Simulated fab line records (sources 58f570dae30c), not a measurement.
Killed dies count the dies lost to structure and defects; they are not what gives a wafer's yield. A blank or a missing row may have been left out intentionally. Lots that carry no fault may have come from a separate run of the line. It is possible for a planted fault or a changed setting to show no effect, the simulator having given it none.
fab line records | flow berkeley-cmos170
[record] lots = 15 | wafers = 45 | last-day = 11
route steps=331 shown SPACER@173 PLDD@208
lots with no fault: from the same line, run without faults
start-h: start of the lot's first displayed wafer, in hours after the record's first day | wait-h: hours from the lot's prior step to this one | " identical to the entry in the row above | L1.1+2: one row covering several wafers at once | - either no value or no given start | * or withheld: withheld | < > ~ a bound
route shown NAME@n: a module of which the file shows steps, and the number in the route of the first | usual: average and standard deviation across the fault-free wafers | same: alike in all rows | chamber/n: place in a boat | sites: per-site readings | _std_site: how widely they spread, as a standard deviation | _edge_site: the outer-site mean with the inner-site mean subtracted | radius-mm: for every site, how far away it sits from the centre of the wafer | mask NAME#n: copy n | behind: the tool/chamber that last shaped the wafer | hold: the reason the lot was held/the length of the hold in hours/how it ended | device: the n, p or np transistor that did not switch | end of line: tests run on the same wafers once the route is complete | step lacking rows: just its recipe | killed: count of dies lost to structure and defects at first sort (not the wafer's yield) | map: a wafer's dies, marking killed ones x, the rest . and places with no die _
set.NAME: the setting that was run; set.NAME@STEP: the one run at that earlier step | model.NAME: the simulator's own value behind a step, which no gauge read
the route's steps for a sample of lots (tables are steps, rows are wafers)
services: when a tool's chamber went out of use (start-h, in hours from the record's first day, below 0 if earlier), for how many hours, and the reason
[[steps]]
[step UCB170_SPACER_ANNEAL_02]
[recipe] temp-c = 900 | time-s = 1800 | ambient = N2
[usual] spike-tc-centre-C = 902.3/1.7 | spike-tc-load-C = 925.7/1.1 | tube-center-temp-C = 900.01/0.08 | tube_center_temp_C_max = 902.3/0.38
lot.wafer | tool       | chamber | start-h | wait-h | spike-tc-centre-C | spike-tc-load-C | tube-center-temp-C | tube_center_temp_C_max
L594.3    | furnace-04 | 0       | 124.33  | 2.2    | 901.9             | 924.9           | 900.01             | 902.0
L594.5    | "          | 0       | "       | "      | 901.5             | 924.1           | 899.87             | 902.1
L594.6    | "          | 0       | "       | "      | 900.6             | 925.3           | 900.06             | 901.9
L593.1    | furnace-03 | 0       | 128.43  | 2.4    | 901.1             | 927.3           | 900.04             | 902.7
L593.2    | "          | 0       | "       | "      | 902.4             | 925.2           | 900.05             | 902.0
L593.3    | "          | 0       | "       | "      | 901.9             | 925.1           | 900.18             | 902.3
L595.2    | furnace-04 | 0       | 146.56  | 4.3    | 902.7             | 923.7           | 899.81             | 902.0
L595.4    | "          | 0       | "       | "      | 901.0             | 926.4           | 899.9              | 901.8
L595.6    | "          | 0       | "       | "      | 901.8             | 925.0           | 900.06             | 902.3
L597.1    | furnace-03 | 0       | 156.16  | 3.2    | 902.6             | 925.8           | 899.94             | 902.2
L597.2    | "          | 0       | "       | "      | 901.0             | 927.6           | 900                | 902.5
L597.5    | "          | 0       | "       | "      | 902.4             | 928.2           | 899.99             | 901.6
L598.1    | furnace-03 | 0       | 156.16  | 2.9    | 901.0             | 928.1           | 899.92             | 902.2
L598.2    | "          | 0       | "       | "      | 901.3             | 928.2           | 899.97             | 902.2
L598.3    | "          | 0       | "       | "      | 902.9             | 927.0           | 900.03             | 902.7
L599.1    | furnace-03 | 0       | 156.16  | 1.9    | 901.6             | 925.4           | 899.97             | 902.1
L599.2    | "          | 0       | "       | "      | 898.8             | 927.3           | 900.04             | 902.2
L599.5    | "          | 0       | "       | "      | 901.7             | 925.9           | 900.09             | 902.0
L600.1    | furnace-01 | 0       | 168.85  | 1.3    | 904.0             | 925.8           | 899.99             | 902.2
L600.5    | "          | 0       | "       | "      | 904.1             | 925.7           | 900.01             | 903.1
L600.6    | "          | 0       | "       | "      | 904.4             | 924.2           | 900.02             | 901.9
L601.2    | furnace-01 | 0       | 168.85  | 1.5    | 903.6             | 924.1           | 899.89             | 902.4
L601.5    | "          | 0       | "       | "      | 903.8             | 926.4           | 900.1              | 902.1
L601.6    | "          | 0       | "       | "      | 904.2             | 925.2           | 899.97             | 902.4
L602.2    | furnace-01 | 0       | 187.40  | 3.6    | 904.7             | 927.6           | 899.93             | 902.4
L602.3    | "          | 0       | "       | "      | 903.1             | 925.1           | 900.01             | 902.9
L602.5    | "          | 0       | "       | "      | 902.7             | 924.7           | 899.95             | 902.3
L608.2    | furnace-04 | 0       | 208.40  | 1.5    | 901.4             | 925.6           | 899.96             | 902.3
L608.4    | "          | 0       | "       | "      | 903.4             | 924.3           | 899.98             | 902.3
L608.6    | "          | 0       | "       | "      | 902.0             | 925.1           | 900.1              | 903.0
L609.3    | furnace-04 | 0       | 208.40  | 1.8    | 902.2             | 925.2           | 900.07             | 902.7
L609.4    | "          | 0       | "       | "      | 901.4             | 925.2           | 900.18             | 903.5
L609.5    | "          | 0       | "       | "      | 901.8             | 926.7           | 900.24             | 902.5
L611.1    | furnace-04 | 0       | 222.18  | 2.0    | 906.6             | 932.1           | 907.67             | 910.2
L611.4    | "          | 0       | "       | "      | 909.4             | 934.6           | 907.45             | 910.1
L611.5    | "          | 0       | "       | "      | 907.5             | 933.3           | 907.66             | 909.7
L612.1    | furnace-04 | 0       | 222.18  | 2.2    | 908.9             | 934.0           | 907.74             | 910.0
L612.5    | "          | 0       | "       | "      | 909.3             | 933.3           | 907.72             | 910.5
L612.6    | "          | 0       | "       | "      | 908.9             | 932.3           | 907.68             | 910.3
L613.2    | furnace-04 | 0       | 222.18  | 1.7    | 909.8             | 932.3           | 907.75             | 909.9
L613.3    | "          | 0       | "       | "      | 907.8             | 932.6           | 907.72             | 909.8
L613.4    | "          | 0       | "       | "      | 908.3             | 932.6           | 907.65             | 909.6
L616.3    | furnace-01 | 0       | 232.09  | 0.1    | 903.1             | 924.7           | 899.92             | 902.1
L616.5    | "          | 0       | "       | "      | 903.8             | 925.6           | 900.16             | 902.5
L616.6    | "          | 0       | "       | "      | 904.1             | 925.9           | 900.01             | 902.6
[step UCB170_SDANNEAL_RS_MEAS_04]
[recipe] thk-meas-gauge = four-point-probe
[usual] PLDD_RS = 1031.7/2.8
lot.wafer | tool          | chamber | start-h | wait-h | PLDD_RS[ohm/sq]
L594.3    | film-metro-01 | -       | 130.43  | 0.1    | 1028.3
L594.5    | "             | -       | "       | "      | 1029.2
L594.6    | "             | -       | "       | "      | 1030.2
L593.1    | film-metro-04 | -       | 135.04  | 0.1    | 1029.7
L593.2    | "             | -       | "       | "      | 1028.6
L593.3    | "             | -       | "       | "      | 1031.2
L595.2    | film-metro-04 | -       | 153.77  | 0.1    | 1033.5
L595.4    | "             | -       | "       | "      | 1030.7
L595.6    | "             | -       | "       | "      | 1034.1
L597.1    | film-metro-03 | -       | 165.80  | 0.1    | 1029.2
L597.2    | "             | -       | "       | "      | 1030.2
L597.5    | "             | -       | "       | "      | 1028.3
L599.1    | film-metro-04 | -       | 166.22  | 0.1    | 1036.0
L599.2    | "             | -       | "       | "      | 1036.7
L599.5    | "             | -       | "       | "      | 1032.5
L598.1    | film-metro-01 | -       | 166.67  | 0.1    | 1029.1
L598.2    | "             | -       | "       | "      | 1025.4
L598.3    | "             | -       | "       | "      | 1024.9
L601.2    | film-metro-04 | -       | 175.43  | 0.1    | 1034.1
L601.5    | "             | -       | "       | "      | 1034.4
L601.6    | "             | -       | "       | "      | 1031.2
L600.1    | film-metro-04 | -       | 176.31  | 0.1    | 1030.9
L600.5    | "             | -       | "       | "      | 1034.9
L600.6    | "             | -       | "       | "      | 1028.5
L602.2    | film-metro-04 | -       | 195.12  | 0.1    | 1033.2
L602.3    | "             | -       | "       | "      | 1032.9
L602.5    | "             | -       | "       | "      | 1036.6
L609.3    | film-metro-04 | -       | 216.43  | 0.1    | 1038.1
L609.4    | "             | -       | "       | "      | 1034.9
L609.5    | "             | -       | "       | "      | 1037.4
L608.2    | film-metro-01 | -       | 216.93  | 0.1    | 1034.7
L608.4    | "             | -       | "       | "      | 1029.5
L608.6    | "             | -       | "       | "      | 1031.8
L611.1    | film-metro-04 | -       | 232.80  | 0.1    | 1009.9
L611.4    | "             | -       | "       | "      | 1006.1
L611.5    | "             | -       | "       | "      | 1006.1
L612.1    | film-metro-03 | -       | 232.92  | 0.1    | 1004.0
L612.5    | "             | -       | "       | "      | 1000.5
L612.6    | "             | -       | "       | "      | 1004.8
L613.2    | film-metro-01 | -       | 232.94  | 0.1    | 1004.7
L613.3    | "             | -       | "       | "      | 1004.6
L613.4    | "             | -       | "       | "      | 1004.5
L616.3    | film-metro-04 | -       | 240.44  | 0.1    | 1033.2
L616.5    | "             | -       | "       | "      | 1031.2
L616.6    | "             | -       | "       | "      | 1032.5
[[services]]
tool       | chamber | start-h | hours | kind
furnace-04 | -       | 186.08  | 2.0   | pm
furnace-01 | -       | 206.17  | 3.8   | pm
[[key]]
[first-sign] step = UCB170_SPACER_ANNEAL_02 | reading = tube-center-temp-C | direction = up | sigmas = 85 | usual = * | struck = *
[effect] step = UCB170_SPACER_ANNEAL_02 | reading = tube_center_temp_C_max | direction = up | sigmas = 20 | usual = * | struck = *
[effect] step = UCB170_SDANNEAL_RS_MEAS_04 | reading = PLDD_RS | direction = down | sigmas = 9.6 | usual = 1031.7 | struck = 1005.0
met-at UCB170_SPACER_ANNEAL_02
struck-lots L611,L612,L613
tester-left-out L611,L612,L613
onset-between 208.40 222.18
[fault] kind = process-parameter-drift | tool = furnace-04 | chamber = - | onset-h = 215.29 | steps = UCB170_SPACER_ANNEAL_02 | channel = temp-c | offset = * | shape = step | end-h = 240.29 | acts-in = * | stated = *
// tester-left-out: of these lots the tester's yield and bins aren't shown, on N5 and GAA mostly nor the transistor test; their killed dies are dies lost to structure and defects alone, not to doping, threshold or leakage, so they don't give the yield
